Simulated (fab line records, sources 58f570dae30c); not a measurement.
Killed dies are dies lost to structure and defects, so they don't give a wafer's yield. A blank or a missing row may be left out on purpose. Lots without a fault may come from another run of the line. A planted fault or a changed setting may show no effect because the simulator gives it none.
Chamber matching | flow berkeley_cmos170 | UCB170_CONTACT_ETCH_17 on rie_diel-01: 4 sister chambers
The step etches BARC in N2/H2. 4 wafers are shown with their chamber, then 7 later ones without.

WAFERS WITH THEIR CHAMBER
wafer  | chamber | throttle_valve_pct (%)
L176.1 | 3       | 12.94
L176.2 | 1       | 13.01
L182.1 | 2       | 13.46
L182.4 | 0       | 13.45

WAFERS WITHOUT THEIR CHAMBER
wafer  | throttle_valve_pct (%)
L182.5 | 13.47
L184.1 | 12.94
L184.2 | 13.48
L184.4 | 13.45
L185.1 | 12.93
L185.5 | 13.48
L185.6 | 12.96

WHICH CHAMBER EACH WENT THROUGH
wafer  | from the rows above     | in truth
L182.5 | can't be placed: 2 or 0 | 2
L184.1 | 3                       | 3
L184.2 | can't be placed: 2 or 0 | 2
L184.4 | can't be placed: 0 or 2 | 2
L185.1 | 3                       | 3
L185.5 | can't be placed: 2 or 0 | 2
L185.6 | 3                       | 3
Placed correctly: 3 of 7. Can't be placed from these rows: 4 (the true chamber is among the candidates in 4). Placed wrongly: 0.
How it was worked out, from the rows above alone: a wafer's distance from a chamber is the root of the sum, over the readings, of the square of ((its reading less the chamber's mean) divided by the reading's scatter). The wafer belongs to the nearest chamber; if the next one is less than 2 further off, it can't be placed. A chamber's mean is the mean of its shown wafers. The scatter: with one shown wafer a chamber, the root of the mean of the squares of how far each hidden wafer lies from its nearest shown one.
